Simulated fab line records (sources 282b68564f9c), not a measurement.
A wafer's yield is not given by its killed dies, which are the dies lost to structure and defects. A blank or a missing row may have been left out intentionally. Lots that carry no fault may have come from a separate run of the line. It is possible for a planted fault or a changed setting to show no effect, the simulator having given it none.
fab line records + flow ritCmos
record
- lots=14
- wafers=42
- lastDay=7
route steps=202 shown FOX2@24 PRETRO@70 GATE@84
lots untouched by any fault: they come from a run of this same line in which no faults occurred
startH: hours from the record's opening day to when the first of the lot's shown wafers began + waitH: time in hours since the lot's previous step + " as in the row above + L1.1+2: several wafers, shown together as one row + - no value, or no start given + * or withheld: withheld + < > ~ a bound
route shown NAME@n: a module of which the file shows steps, and the number in the route of the first + usual: mean/standard deviation of fault-free wafers + same: alike in all rows + chamber/n: place in a boat + sites: each site's reading + _std_site: the standard deviation of these + _edge_site: inner sites' mean taken away from outer sites' mean + radiusMm: for every site, how far away it sits from the centre of the wafer + mask NAME#n: copy n + behind: the last tool/chamber to shape the wafer + hold: the reason the lot was held/the length of the hold in hours/how it ended + device: names the non-switching transistor (n, p or np) + end of line: the tests these same wafers got at the end of their route + a step given without rows: its recipe and nothing more + killed: not the wafer's yield, but the dies lost to structure and defects at the first sort + map: the dies of a wafer, with x for killed, . for not killed, _ for no die there
set.NAME: the run value of the setting; set.NAME@STEP: its run value at that earlier step + model.NAME: the simulator's own value behind a step, which no gauge read
route steps across a sampled set of lots; one table per step, one row per wafer
services: a tool's chamber out of use, with start hour (startH, from the record's first day; less than 0 if before it), hours out, and reason
## steps
# step RIT_FOX2_THK_MEAS_01
# recipe
- reads=SiO2_of_FOX2_OXIDATION_00
# usual
- FOX2_OXIDE_THK=352/5.2
| lot.wafer | tool         | chamber | startH | waitH | FOX2_OXIDE_THK[nm] |
|-----------|--------------|---------|--------|-------|--------------------|
| L685.2    | filmMetro-04 | -       | 22.54  | 0.0   | 357                |
| L685.5    | "            | -       | "      | "     | 360                |
| L685.6    | "            | -       | "      | "     | 358                |
| L686.1    | filmMetro-04 | -       | 26.50  | 0.0   | 343                |
| L686.2    | "            | -       | "      | "     | 343                |
| L686.6    | "            | -       | "      | "     | 349                |
| L687.2    | filmMetro-04 | -       | 30.73  | 0.0   | 357                |
| L687.4    | "            | -       | "      | "     | 362                |
| L687.5    | "            | -       | "      | "     | 361                |
| L689.1    | filmMetro-01 | -       | 40.74  | 0.0   | 351                |
| L689.4    | "            | -       | "      | "     | 356                |
| L689.6    | "            | -       | "      | "     | 352                |
| L690.1    | filmMetro-04 | -       | 44.83  | 0.0   | 343                |
| L690.3    | "            | -       | "      | "     | 352                |
| L690.6    | "            | -       | "      | "     | 353                |
| L693.1    | filmMetro-01 | -       | 61.58  | 0.0   | 354                |
| L693.3    | "            | -       | "      | "     | 353                |
| L693.6    | "            | -       | "      | "     | 355                |
| L694.1    | filmMetro-01 | -       | 67.93  | 0.0   | 359                |
| L694.2    | "            | -       | "      | "     | 354                |
| L694.3    | "            | -       | "      | "     | 356                |
| L695.3    | filmMetro-01 | -       | 71.01  | 0.0   | 352                |
| L695.4    | "            | -       | "      | "     | 355                |
| L695.5    | "            | -       | "      | "     | 353                |
| L701.1    | filmMetro-01 | -       | 100.42 | 0.0   | 342                |
| L701.3    | "            | -       | "      | "     | 338                |
| L701.6    | "            | -       | "      | "     | 347                |
| L704.2    | filmMetro-04 | -       | 114.02 | 0.0   | 353                |
| L704.4    | "            | -       | "      | "     | 349                |
| L704.6    | "            | -       | "      | "     | 354                |
| L705.1    | filmMetro-03 | -       | 118.59 | 0.0   | 347                |
| L705.2    | "            | -       | "      | "     | 352                |
| L705.5    | "            | -       | "      | "     | 350                |
| L706.2    | filmMetro-03 | -       | 124.88 | 0.0   | 352                |
| L706.4    | "            | -       | "      | "     | 355                |
| L706.6    | "            | -       | "      | "     | 351                |
| L707.2    | filmMetro-03 | -       | 129.95 | 0.0   | 356                |
| L707.4    | "            | -       | "      | "     | 356                |
| L707.6    | "            | -       | "      | "     | 352                |
| L708.1    | filmMetro-01 | -       | 135.22 | 0.0   | 353                |
| L708.4    | "            | -       | "      | "     | 356                |
| L708.5    | "            | -       | "      | "     | 356                |
# step RIT_FOX2_THK_MEAS_90
# recipe
- reads=SiO2_of_FOX2_OXIDATION_00
# usual
- FIELD_OXIDE_LEFT_1_THK=325/5.1
| lot.wafer | tool         | chamber | startH | waitH | FIELD_OXIDE_LEFT_1_THK[nm] |
|-----------|--------------|---------|--------|-------|----------------------------|
| L685.2    | filmMetro-04 | -       | 23.42  | 0.0   | 330                        |
| L685.5    | "            | -       | "      | "     | 332                        |
| L685.6    | "            | -       | "      | "     | 330                        |
| L686.1    | filmMetro-03 | -       | 27.38  | 0.0   | 316                        |
| L686.2    | "            | -       | "      | "     | 315                        |
| L686.6    | "            | -       | "      | "     | 322                        |
| L687.2    | filmMetro-04 | -       | 31.68  | 0.0   | 329                        |
| L687.4    | "            | -       | "      | "     | 335                        |
| L687.5    | "            | -       | "      | "     | 334                        |
| L689.1    | filmMetro-03 | -       | 41.62  | 0.0   | 324                        |
| L689.4    | "            | -       | "      | "     | 329                        |
| L689.6    | "            | -       | "      | "     | 325                        |
| L690.1    | filmMetro-04 | -       | 45.71  | 0.0   | 315                        |
| L690.3    | "            | -       | "      | "     | 324                        |
| L690.6    | "            | -       | "      | "     | 325                        |
| L693.1    | filmMetro-03 | -       | 62.46  | 0.0   | 326                        |
| L693.3    | "            | -       | "      | "     | 326                        |
| L693.6    | "            | -       | "      | "     | 328                        |
| L694.1    | filmMetro-01 | -       | 68.81  | 0.0   | 331                        |
| L694.2    | "            | -       | "      | "     | 326                        |
| L694.3    | "            | -       | "      | "     | 329                        |
| L695.3    | filmMetro-04 | -       | 71.89  | 0.0   | 325                        |
| L695.4    | "            | -       | "      | "     | 328                        |
| L695.5    | "            | -       | "      | "     | 326                        |
| L701.1    | filmMetro-04 | -       | 101.30 | 0.0   | 315                        |
| L701.3    | "            | -       | "      | "     | 311                        |
| L701.6    | "            | -       | "      | "     | 319                        |
| L704.2    | filmMetro-01 | -       | 114.89 | 0.0   | 325                        |
| L704.4    | "            | -       | "      | "     | 322                        |
| L704.6    | "            | -       | "      | "     | 326                        |
| L705.1    | filmMetro-04 | -       | 119.46 | 0.0   | 320                        |
| L705.2    | "            | -       | "      | "     | 325                        |
| L705.5    | "            | -       | "      | "     | 324                        |
| L706.2    | filmMetro-04 | -       | 125.91 | 0.0   | 325                        |
| L706.4    | "            | -       | "      | "     | 328                        |
| L706.6    | "            | -       | "      | "     | 323                        |
| L707.2    | filmMetro-01 | -       | 130.83 | 0.0   | 328                        |
| L707.4    | "            | -       | "      | "     | 328                        |
| L707.6    | "            | -       | "      | "     | 325                        |
| L708.1    | filmMetro-04 | -       | 136.24 | 0.0   | 325                        |
| L708.4    | "            | -       | "      | "     | 328                        |
| L708.5    | "            | -       | "      | "     | 328                        |
# step RIT_PRETRO_OVL_MEAS_06
# usual
- PRETRO_OVL=0.7/1.4
| lot.wafer | tool       | chamber | startH | waitH | PRETRO_OVL[nm] |
|-----------|------------|---------|--------|-------|----------------|
| L685.2    | overlay-01 | -       | 34.60  | -     | 1.8            |
| L685.5    | "          | -       | "      | "     | 1.0            |
| L685.6    | "          | -       | "      | "     | 2.1            |
| L686.1    | overlay-01 | -       | 39.77  | -     | 0.2            |
| L686.2    | "          | -       | "      | "     | 1.4            |
| L686.6    | "          | -       | "      | "     | 0.6            |
| L687.2    | overlay-01 | -       | 43.88  | -     | 2.3            |
| L687.4    | "          | -       | "      | "     | 1.6            |
| L687.5    | "          | -       | "      | "     | 1.0            |
| L689.1    | overlay-02 | -       | 53.98  | -     | -1.3           |
| L689.4    | "          | -       | "      | "     | 0.8            |
| L689.6    | "          | -       | "      | "     | 1.4            |
| L690.1    | overlay-01 | -       | 57.30  | -     | 3.3            |
| L690.3    | "          | -       | "      | "     | 0.0            |
| L690.6    | "          | -       | "      | "     | 2.3            |
| L693.1    | overlay-01 | -       | 74.42  | -     | 2.9            |
| L693.3    | "          | -       | "      | "     | 0.6            |
| L693.6    | "          | -       | "      | "     | 0.7            |
| L694.1    | overlay-01 | -       | 80.19  | -     | 0.0            |
| L694.2    | "          | -       | "      | "     | -1.1           |
| L694.3    | "          | -       | "      | "     | 1.2            |
| L695.3    | overlay-01 | -       | 83.44  | -     | 0.7            |
| L695.4    | "          | -       | "      | "     | 1.7            |
| L695.5    | "          | -       | "      | "     | 1.7            |
| L701.1    | overlay-01 | -       | 112.92 | -     | 2.7            |
| L701.3    | "          | -       | "      | "     | 3.6            |
| L701.6    | "          | -       | "      | "     | 2.5            |
| L704.2    | overlay-02 | -       | 127.39 | -     | 0.7            |
| L704.4    | "          | -       | "      | "     | 0.6            |
| L704.6    | "          | -       | "      | "     | 1.5            |
| L705.1    | overlay-01 | -       | 130.61 | -     | 0.9            |
| L705.2    | "          | -       | "      | "     | 1.5            |
| L705.5    | "          | -       | "      | "     | 2.1            |
| L706.2    | overlay-01 | -       | 137.07 | -     | 0.7            |
| L706.4    | "          | -       | "      | "     | 0.3            |
| L706.6    | "          | -       | "      | "     | 1.3            |
| L707.2    | overlay-02 | -       | 142.76 | -     | 0.8            |
| L707.4    | "          | -       | "      | "     | 2.0            |
| L707.6    | "          | -       | "      | "     | 2.2            |
| L708.1    | overlay-02 | -       | 147.89 | -     | 0.8            |
| L708.4    | "          | -       | "      | "     | 1.0            |
| L708.5    | "          | -       | "      | "     | 1.4            |
# step RIT_GATE_CVD_08
# recipe
- material=poly-Si
- targetThkNm=250
- tempC=610
- precursor=SiH4
- timeS=2220
- pressureMtorr=300
- sih4FlowSccm=100
# usual
- sih4FlowSccm=100.04/0.28
| lot.wafer | tool     | chamber | startH | waitH | sih4FlowSccm |
|-----------|----------|---------|--------|-------|--------------|
| L685.2    | lpcvd-01 | 0       | 39.93  | 1.2   | 99.79        |
| L685.5    | "        | 0       | "      | "     | 100.12       |
| L685.6    | "        | 0       | "      | "     | 99.42        |
| L686.1    | lpcvd-02 | 0       | 42.36  | 0.1   | 99.88        |
| L686.2    | "        | 0       | "      | "     | 100.19       |
| L686.6    | "        | 0       | "      | "     | 99.90        |
| L687.2    | lpcvd-02 | 0       | 48.17  | 0.0   | 100.42       |
| L687.4    | "        | 0       | "      | "     | 100.10       |
| L687.5    | "        | 0       | "      | "     | 99.97        |
| L689.1    | lpcvd-02 | 1       | 57.36  | 0.1   | 100.13       |
| L689.4    | "        | 1       | "      | "     | 100.52       |
| L689.6    | "        | 1       | "      | "     | 100.27       |
| L690.1    | lpcvd-02 | 0       | 64.39  | 0.3   | 99.78        |
| L690.3    | "        | 0       | "      | "     | 99.54        |
| L690.6    | "        | 0       | "      | "     | 99.38        |
| L693.1    | lpcvd-02 | 0       | 80.66  | 1.0   | 100.25       |
| L693.3    | "        | 0       | "      | "     | 99.85        |
| L693.6    | "        | 0       | "      | "     | 99.89        |
| L694.1    | lpcvd-02 | 1       | 85.96  | 2.3   | 100.09       |
| L694.2    | "        | 1       | "      | "     | 99.92        |
| L694.3    | "        | 1       | "      | "     | 99.98        |
| L695.3    | lpcvd-02 | 0       | 88.99  | 1.9   | 100.10       |
| L695.4    | "        | 0       | "      | "     | 100.08       |
| L695.5    | "        | 0       | "      | "     | 100.00       |
| L701.1    | lpcvd-01 | 0       | 115.47 | 0.1   | 100.42       |
| L701.3    | "        | 0       | "      | "     | 100.43       |
| L701.6    | "        | 0       | "      | "     | 100.55       |
| L704.2    | lpcvd-02 | 0       | 129.97 | 0.0   | 49.96        |
| L704.4    | "        | 0       | "      | "     | 50.28        |
| L704.6    | "        | 0       | "      | "     | 50.24        |
| L705.1    | lpcvd-02 | 0       | 134.91 | 0.1   | 50.27        |
| L705.2    | "        | 0       | "      | "     | 50.56        |
| L705.5    | "        | 0       | "      | "     | 50.20        |
| L706.2    | lpcvd-01 | 1       | 139.94 | 0.0   | 100.04       |
| L706.4    | "        | 1       | "      | "     | 100.07       |
| L706.6    | "        | 1       | "      | "     | 100.20       |
| L707.2    | lpcvd-01 | 1       | 147.88 | 0.0   | 100.19       |
| L707.4    | "        | 1       | "      | "     | 99.67        |
| L707.6    | "        | 1       | "      | "     | 99.98        |
| L708.1    | lpcvd-01 | 1       | 150.64 | 0.1   | 99.82        |
| L708.4    | "        | 1       | "      | "     | 99.92        |
| L708.5    | "        | 1       | "      | "     | 99.96        |
# step RIT_GATE_THK_MEAS_09
# recipe
- reads=poly-Si_of_GATE_CVD_08
# usual
- GATE_POLY_THK=249.3/2.4
| lot.wafer | tool         | chamber | startH | waitH | GATE_POLY_THK[nm] |
|-----------|--------------|---------|--------|-------|-------------------|
| L685.2    | filmMetro-01 | -       | 41.56  | 0.0   | 250.7             |
| L685.5    | "            | -       | "      | "     | 250.0             |
| L685.6    | "            | -       | "      | "     | 249.9             |
| L686.1    | filmMetro-01 | -       | 43.98  | 0.0   | 252.0             |
| L686.2    | "            | -       | "      | "     | 252.2             |
| L686.6    | "            | -       | "      | "     | 251.1             |
| L687.2    | filmMetro-03 | -       | 49.79  | 0.0   | 253.0             |
| L687.4    | "            | -       | "      | "     | 252.4             |
| L687.5    | "            | -       | "      | "     | 252.6             |
| L689.1    | filmMetro-04 | -       | 58.98  | 0.0   | 250.7             |
| L689.4    | "            | -       | "      | "     | 250.2             |
| L689.6    | "            | -       | "      | "     | 250.5             |
| L690.1    | filmMetro-01 | -       | 66.01  | 0.0   | 249.1             |
| L690.3    | "            | -       | "      | "     | 250.9             |
| L690.6    | "            | -       | "      | "     | 250.9             |
| L693.1    | filmMetro-04 | -       | 82.27  | 0.0   | 250.3             |
| L693.3    | "            | -       | "      | "     | 252.6             |
| L693.6    | "            | -       | "      | "     | 248.6             |
| L694.1    | filmMetro-04 | -       | 87.57  | 0.0   | 247.6             |
| L694.2    | "            | -       | "      | "     | 246.4             |
| L694.3    | "            | -       | "      | "     | 245.9             |
| L695.3    | filmMetro-04 | -       | 90.63  | 0.0   | 249.1             |
| L695.4    | "            | -       | "      | "     | 248.0             |
| L695.5    | "            | -       | "      | "     | 251.1             |
| L701.1    | filmMetro-04 | -       | 117.09 | 0.0   | 248.6             |
| L701.3    | "            | -       | "      | "     | 248.6             |
| L701.6    | "            | -       | "      | "     | 249.8             |
| L704.2    | filmMetro-01 | -       | 131.60 | 0.0   | 122.4             |
| L704.4    | "            | -       | "      | "     | 119.7             |
| L704.6    | "            | -       | "      | "     | 123.0             |
| L705.1    | filmMetro-01 | -       | 136.53 | 0.0   | 121.1             |
| L705.2    | "            | -       | "      | "     | 125.0             |
| L705.5    | "            | -       | "      | "     | 122.2             |
| L706.2    | filmMetro-01 | -       | 141.57 | 0.0   | 248.8             |
| L706.4    | "            | -       | "      | "     | 249.7             |
| L706.6    | "            | -       | "      | "     | 249.8             |
| L707.2    | filmMetro-04 | -       | 149.51 | 0.0   | 253.3             |
| L707.4    | "            | -       | "      | "     | 253.0             |
| L707.6    | "            | -       | "      | "     | 253.6             |
| L708.1    | filmMetro-01 | -       | 152.25 | 0.0   | 253.7             |
| L708.4    | "            | -       | "      | "     | 252.6             |
| L708.5    | "            | -       | "      | "     | 253.2             |
# step RIT_GATE_ETCH_19
# recipe
- chemistry=SF6/CHF3/O2
- timeS=172.7
- SF6_flow_sccm=30
- CHF3_flow_sccm=30
- O2_flow_sccm=5
- target=poly-Si
- pressureMtorr=40
- rfW=160
- targetDepthA=3125
- overEtchFrac=0.25
- stopOn=SiO2
# usual
- CHF3_flow_sccm=30.02/0.093
- drypumpMotorCurrentA=5.8/0.62
- oesProductAu=0.845/0.011
- throttleValvePct=10.22/0.12
| lot.wafer | tool     | chamber | startH | waitH | CHF3_flow_sccm | drypumpMotorCurrentA | oesProductAu | rfHoursCounterH | throttleValvePct |
|-----------|----------|---------|--------|-------|----------------|----------------------|--------------|-----------------|------------------|
| L685.2    | rieSi-02 | 2       | 43.12  | 0.1   | 30.06          | 6.0                  | 0.829        | 69              | 10.22            |
| L685.5    | "        | 3       | "      | "     | 30.15          | 6.4                  | 0.864        | -               | 10.20            |
| L685.6    | "        | 2       | "      | "     | 30.02          | 6.0                  | 0.828        | -               | 10.23            |
| L686.1    | rieSi-01 | 3       | 45.32  | 0.1   | 30.08          | 5.6                  | 0.844        | 142             | 10.20            |
| L686.2    | "        | 0       | "      | "     | 29.93          | 5.1                  | 0.851        | 146             | 10.21            |
| L686.6    | "        | 2       | "      | "     | 30.06          | 5.0                  | 0.855        | -               | 10.22            |
| L687.2    | rieSi-02 | 0       | 51.01  | 0.1   | 29.97          | 6.4                  | 0.845        | 25              | 10.56            |
| L687.4    | "        | 3       | "      | "     | 29.97          | 6.3                  | 0.872        | 1               | 10.19            |
| L687.5    | "        | 2       | "      | "     | 29.99          | 6.0                  | 0.836        | -               | 10.23            |
| L689.1    | rieSi-02 | 2       | 60.44  | 0.1   | 30.04          | 6.0                  | 0.834        | 69              | 10.21            |
| L689.4    | "        | 1       | "      | "     | 30.07          | 5.2                  | 0.844        | 26              | 10.05            |
| L689.6    | "        | 2       | "      | "     | 30.08          | 6.0                  | 0.838        | -               | 10.23            |
| L690.1    | rieSi-01 | 2       | 67.49  | 0.1   | 30.05          | 5.0                  | 0.850        | 126             | 10.22            |
| L690.3    | "        | 1       | "      | "     | 29.89          | 6.8                  | 0.851        | 65              | 10.21            |
| L690.6    | "        | 3       | "      | "     | 29.91          | 5.6                  | 0.854        | -               | 10.19            |
| L693.1    | rieSi-02 | 1       | 83.49  | 0.1   | 30.13          | 5.2                  | 0.850        | 26              | 10.04            |
| L693.3    | "        | 2       | "      | "     | 30.04          | 6.0                  | 0.834        | 69              | 10.23            |
| L693.6    | "        | 0       | "      | "     | 30.04          | 6.4                  | 0.836        | -               | 10.56            |
| L694.1    | rieSi-01 | 2       | 89.06  | 0.1   | 30.11          | 5.0                  | 0.834        | 126             | 10.23            |
| L694.2    | "        | 3       | "      | "     | 30.02          | 5.7                  | 0.838        | 143             | 10.20            |
| L694.3    | "        | 1       | "      | "     | 30.02          | 6.9                  | 0.831        | 65              | 10.20            |
| L695.3    | rieSi-02 | 3       | 91.82  | 0.1   | 29.97          | 6.4                  | 0.862        | 2               | 10.20            |
| L695.4    | "        | 1       | "      | "     | 30.04          | 5.2                  | 0.838        | 26              | 10.05            |
| L695.5    | "        | 0       | "      | "     | 29.91          | 6.4                  | 0.840        | -               | 10.56            |
| L701.1    | rieSi-02 | 1       | 118.31 | 0.1   | 29.87          | 5.2                  | 0.846        | 26              | 10.06            |
| L701.3    | "        | 2       | "      | "     | 30.04          | 6.0                  | 0.830        | 70              | 10.23            |
| L701.6    | "        | 1       | "      | "     | 29.94          | 5.2                  | 0.851        | -               | 10.06            |
| L704.2    | rieSi-01 | 2       | 132.80 | 0.1   | 30.22          | 5.0                  | 0.549        | 126             | 10.23            |
| L704.4    | "        | 3       | "      | "     | 30.13          | 5.6                  | 0.540        | -               | 10.21            |
| L704.6    | "        | 1       | "      | "     | 29.97          | 6.8                  | 0.554        | -               | 10.19            |
| L705.1    | rieSi-02 | 1       | 137.77 | 0.1   | 30.11          | 5.2                  | 0.538        | 27              | 10.05            |
| L705.2    | "        | 2       | "      | "     | 30.03          | 6.0                  | 0.551        | 70              | 10.23            |
| L705.5    | "        | 2       | "      | "     | 30.02          | 6.0                  | 0.537        | -               | 10.22            |
| L706.2    | rieSi-01 | 2       | 142.94 | 0.1   | 30.04          | 5.0                  | 0.843        | 126             | 10.24            |
| L706.4    | "        | 3       | "      | "     | 30.00          | 5.6                  | 0.844        | 143             | 10.20            |
| L706.6    | "        | 1       | "      | "     | 30.03          | 6.8                  | 0.849        | -               | 10.20            |
| L707.2    | rieSi-02 | 0       | 150.95 | 0.1   | 29.95          | 6.4                  | 0.840        | 25              | 10.56            |
| L707.4    | "        | 1       | "      | "     | 29.97          | 5.2                  | 0.857        | 27              | 10.06            |
| L707.6    | "        | 0       | "      | "     | 29.98          | 6.4                  | 0.846        | -               | 10.56            |
| L708.1    | rieSi-01 | 0       | 153.60 | 0.1   | 30.09          | 5.1                  | 0.860        | 0               | 10.17            |
| L708.4    | "        | 2       | "      | "     | 29.92          | 5.0                  | 0.858        | -               | 10.24            |
| L708.5    | "        | 1       | "      | "     | 29.93          | 6.8                  | 0.864        | -               | 10.19            |
## services
| tool     | chamber | startH | hours | kind          |
|----------|---------|--------|-------|---------------|
| rieSi-02 | 2       | 16.87  | 22.8  | repair        |
| rieSi-02 | -       | 38.38  | 2.8   | pm            |
| rieSi-01 | -       | 68.70  | 0.4   | repair        |
| lpcvd-01 | -       | 71.93  | 17.2  | pm            |
| rieSi-02 | 1       | 93.27  | 1.1   | repair        |
| lpcvd-02 | -       | 121.59 | 6.0   | pm            |
| rieSi-01 | 0       | 125.75 | -     | clean         |
| rieSi-01 | 0       | 125.75 | 14.6  | scheduledDown |
| rieSi-01 | 0       | 125.75 | 14.6  | ventCycle     |
| rieSi-02 | 0       | 130.83 | 4.8   | repair        |
| rieSi-02 | 0       | 136.24 | 5.9   | repair        |
| rieSi-01 | 3       | 145.45 | -     | clean         |
| rieSi-01 | 3       | 145.45 | 21.2  | scheduledDown |
| rieSi-01 | 3       | 145.45 | 21.2  | ventCycle     |
## key
firstSign
- step=RIT_GATE_CVD_08
- reading=sih4FlowSccm
- direction=down
- sigmas=99+
- usual=100.04
- struck=50.25
effect
- step=RIT_GATE_THK_MEAS_09
- reading=GATE_POLY_THK
- direction=down
- sigmas=53
- usual=249.3
- struck=122.2
effect
- step=RIT_GATE_ETCH_19
- reading=oesProductAu
- direction=down
- sigmas=28
- usual=0.845
- struck=0.545
metAt RIT_GATE_CVD_08
struckLots L704,L705
sortLeftOut L704.2,L704.4,L704.6,L705.1,L705.2,L705.5
testerLeftOut L704,L705
notActingAt RIT_FOX2_THK_MEAS_01,RIT_FOX2_THK_MEAS_90,RIT_PRETRO_OVL_MEAS_06
onsetBetween 88.99 129.97
fault
- kind=processParameterDrift
- tool=lpcvd-02
- chamber=-
- onsetH=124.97
- steps=RIT_GATE_CVD_08
- channel=sih4FlowSccm
- offset=-50
- shape=step
- endH=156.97
- stated=100
# testerLeftOut: of these lots the tester's yield and bins aren't shown, on N5 and GAA mostly nor the transistor test; their killed dies are dies lost to structure and defects alone, not to doping, threshold or leakage, so they don't give the yield
# sortLeftOut: the simulated sort isn't trusted on such a fault, so these wafers' sort isn't shown, and their yield isn't known
